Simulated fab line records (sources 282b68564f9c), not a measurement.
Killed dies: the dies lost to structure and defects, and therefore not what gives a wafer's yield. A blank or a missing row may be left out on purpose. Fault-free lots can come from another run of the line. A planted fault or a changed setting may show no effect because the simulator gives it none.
Split-lot study + flow rit-cmos + 23 wafers read from 5 lots, route of 202 steps

== ABOUT THE SPLIT ==
At RIT_SPACER_CVD_03 (deposits Si3N4 from SiH2Cl2/NH3, target thk 250 nm, time 3300 s), the setting time-s was moved away from the recipe's 3300 s on 10 of the 23 wafers read, by +5.7% to +12.2%. All remaining wafers had this setting at the recipe value.

The file shows no step between the split and the reading.

== THE READING ==
SPACER_NITRIDE_THK (nm), taken at RIT_SPACER_THK_MEAS_04. Fault-free wafers of this fab line usually give 249.4 nm, standard deviation 2.9 nm.

| wafer  | tool, chamber at the split | time-s as run, s | against the recipe | SPACER_NITRIDE_THK, nm | against lot-mates on the recipe |
|--------|----------------------------|------------------|--------------------|------------------------|---------------------------------|
| L077.1 | -, -                       | 3300             | recipe             | 251.5                  | -                               |
| L077.2 | -, -                       | 3300             | recipe             | 251.2                  | -                               |
| L077.4 | -, -                       | 3300             | recipe             | 249.7                  | -                               |
| L077.5 | -, -                       | 3300             | recipe             | 251.6                  | -                               |
| L077.6 | -, -                       | 3300             | recipe             | 250.7                  | -                               |
| L078.1 | -, -                       | 3704             | +12.2%             | 277.6                  | no lot-mate on the recipe       |
| L078.2 | -, -                       | 3704             | +12.2%             | 277.0                  | no lot-mate on the recipe       |
| L078.4 | -, -                       | 3704             | +12.2%             | 277.3                  | no lot-mate on the recipe       |
| L078.5 | -, -                       | 3704             | +12.2%             | 274.1                  | no lot-mate on the recipe       |
| L078.6 | -, -                       | 3704             | +12.2%             | 276.1                  | no lot-mate on the recipe       |
| L079.1 | -, -                       | 3300             | recipe             | 254.6                  | -                               |
| L079.2 | -, -                       | 3300             | recipe             | 254.5                  | -                               |
| L079.3 | -, -                       | 3300             | recipe             | 253.6                  | -                               |
| L079.5 | -, -                       | 3300             | recipe             | 254.7                  | -                               |
| L079.6 | -, -                       | 3300             | recipe             | 255.1                  | -                               |
| L084.1 | -, -                       | 3488             | +5.7%              | 264.4                  | no lot-mate on the recipe       |
| L084.2 | -, -                       | 3488             | +5.7%              | 265.5                  | no lot-mate on the recipe       |
| L084.3 | -, -                       | 3488             | +5.7%              | 265.6                  | no lot-mate on the recipe       |
| L084.4 | -, -                       | 3488             | +5.7%              | 265.0                  | no lot-mate on the recipe       |
| L084.6 | -, -                       | 3488             | +5.7%              | 265.5                  | no lot-mate on the recipe       |
| L085.3 | lpcvd-01, 1                | 3300             | recipe             | 248.6                  | -                               |
| L085.4 | lpcvd-01, 1                | 3300             | recipe             | 247.9                  | -                               |
| L085.5 | lpcvd-01, 1                | 3300             | recipe             | 249.5                  | -                               |

FIT RESULTS
A straight line over all 23 wafers: SPACER_NITRIDE_THK changes by +2.04 nm for each +1% of time-s; r = +0.98; the points scatter about the line by 2.2 nm.
Too few moved wafers have a lot-mate on the recipe to fit a line with each lot's own level taken away.

== THE WHOLE CHAIN: every reading that the file lists as answering this split, in the file's order ==
| step                   | what it does                                                             | reading                                                                        | change (the file's fit)              | r (the file's) |
|------------------------|--------------------------------------------------------------------------|--------------------------------------------------------------------------------|--------------------------------------|----------------|
| RIT_SPACER_CVD_03      | deposits Si3N4 from SiH2Cl2/NH3, target thk 250 nm, time 3300 s          | Si3N4_of_SPACER_CVD_03.thk-nm (the simulator's own value, which no gauge read) | +2.04 nm for each +1% of the setting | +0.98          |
| RIT_SPACER_THK_MEAS_04 |                                                                          | SPACER_NITRIDE_THK                                                             | +2.04 for each +1% of the setting    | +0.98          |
| RIT_SPACER_ETCHBACK_05 | etches Si3N4 in SF6/CHF3, stops on SiO2, target depth 250 nm, time 240 s | etch.depth-nm (the simulator's own value, which no gauge read)                 | +2.04 nm for each +1% of the setting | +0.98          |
| RIT_SPACER_ETCHBACK_05 | etches Si3N4 in SF6/CHF3, stops on SiO2, target depth 250 nm, time 240 s | Si3N4_of_SPACER_CVD_03.thk-nm (the simulator's own value, which no gauge read) | +1.67 nm for each +1% of the setting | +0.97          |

== THE FILE'S OWN FIT ==
SPACER_NITRIDE_THK changes by +2.04 nm for each +1% of time-s, r = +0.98.
